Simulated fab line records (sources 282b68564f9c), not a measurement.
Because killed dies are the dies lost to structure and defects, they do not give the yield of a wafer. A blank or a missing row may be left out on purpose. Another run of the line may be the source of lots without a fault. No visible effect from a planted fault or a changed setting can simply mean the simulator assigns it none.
A lot that was struck, set against a sound lot -- flow rit-cmos -- 16 out of 202 route steps
Sound: wafers L310.2, L310.3, L310.4. Wafers struck: L311.1, L311.4, L311.6. The cause is given at the end.
Order at every step that has rows: each side's tool, ch and its chambers, its first start. Under that, the readings that differ: sound wafers -- struck wafers -- difference of the means -- sigmas: that difference in standard deviations of wafers without a fault.
alike: same words and numbers on both sides, and readings whose means sit less than 2 such deviations apart. not compared: any withheld reading, any reading some wafer has no value for, any bound like >300 that may hide the same value, and any number with overlapping values for which the record gives no deviation.
The two part at a step that has a row with sigmas, a row that says differs or no value, or rows on one side only. Numbers that have no deviation but don't overlap get no sigmas and don't part them. A reading missing from all wafers of one side parts the sides only when that side holds two or more wafers.

first, 4 steps without rows for these wafers: RIT_ACTIVE_SOFTBAKE_07 (time 60 s); RIT_ACTIVE_EXPOSE_08 (exposes mask M1, target cd 1400 nm); RIT_ACTIVE_PEB_09; RIT_ACTIVE_DEVELOP_10 (develop time 50 s).
RIT_ACTIVE_CD_MEAS_11: the cd target is 1400 nm.
  sound on cd-sem-01, day 4 07:44; struck on cd-sem-02, day 4 13:09
  alike: cd-nm
then, 1 step without rows for these wafers: RIT_ACTIVE_HARDBAKE_12 (time 60 s).
RIT_ACTIVE_ETCH_13: etches Si3N4 in SF6, stops on SiO2, time 210 s, target depth 210 nm.
  sound on rie-diel-02 ch 1,2, day 4 07:59; struck on rie-diel-02 ch 0,1,2, day 4 13:25
  alike: drypump-motor-current-A, oes-product-au, throttle-valve-pct
  not compared: rf-hours-counter-h
RIT_ACTIVE_STRIP_14: strips in O2, time 180 s.
  sound on plasma-asher-03 ch 0,1, day 4 08:11; struck on plasma-asher-01 ch 0,1, day 4 13:33
  alike: drypump-motor-current-A
  not compared: rf-hours-counter-h
RIT_ACTIVE_CD_MEAS_90: the cd target is 1400 nm.
  sound on cd-sem-02, day 4 08:22; struck on cd-sem-01, day 4 13:44
  alike: cd-nm
then, 3 steps without rows for these wafers: RIT_ACTIVE_CLEAN_15 (cleans in SC1, time 600 s); RIT_ACTIVE_CLEAN_16 (cleans in dHF, time 30 s); RIT_ACTIVE_CLEAN_17 (cleans in SC2, time 600 s).
RIT_FOX1_OXIDATION_00: target thk 350.7 nm, ox time 1130 s.
  sound on furnace-02 ch 0, day 4 08:50; struck on furnace-01 ch 0, day 4 14:22
reading,sound,struck,difference,sigmas
spike-tc-centre-C (C),1100.3 1097.2 1102.5,1087.4 1086.9 1087.6,-12.7,-9
spike-tc-load-C (C),1131 1132 1134,1109 1108 1108,-24,-6
spike-tc-source-C (C),1123.1 1122.4 1123.8,1111.8 1113.8 1111.7,-10.7,-5
tube-center-temp-C (C),1099.9 1099.9 1099.9,1085.5 1085.6 1085.6,-14.3,-99 or more
tube_center_temp_C_max,1103.3 1102.7 1103.0,1088.5 1088.3 1088.9,-14.4,-31
zone-power-load-pct (%),43.1 42.7 42.5,41.9 41.7 41.1,-1.2,-2
model.SiO2_of_FOX1_OXIDATION_00.thk-nm (nm),354 351.9 350,317.6 321.8 321,-31.8,
RIT_FOX1_THK_MEAS_01:
  sound on film-metro-03, day 4 10:10; struck on film-metro-01, day 4 15:40
reading,sound,struck,difference,sigmas
FOX1_OXIDE_THK (nm),354 352 350,317 322 321,-32,-6
then, 1 step without rows for these wafers: RIT_FOX1_WET_ETCH_02 (etches SiO2 in BOE, target depth 350 nm, time 390 s).
RIT_M1_PROBE_99:
  sound on prober-02, day 6 03:47; struck on prober-01, day 6 09:02
reading,sound,struck,difference,sigmas
model.etest.pplus-sal.width-nm (nm),3434 3421 3449,3494 3474 3467,+44,
model.etest.nplus-sal.width-nm (nm),3439 3445 3444,3499 3470 3488,+43,
model.etest.nldd.width-nm (nm),3170 3167 3183,3215 3204 3187,+29,
  alike: killed-at-contacts, killed-at-front-end, killed-dies, killed-open, killed-short
  not compared: model.etest.pldd.width-nm

## WHERE THEY PART
Last at RIT_FOX1_THK_MEAS_01 as far as this record goes, first at RIT_FOX1_OXIDATION_00. Later steps at which nothing parts them and some readings are alike: RIT_M1_PROBE_99.

WHY: what had been put in by the simulator
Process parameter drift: furnace-01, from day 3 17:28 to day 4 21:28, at RIT_FOX1_OXIDATION_00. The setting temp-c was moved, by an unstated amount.
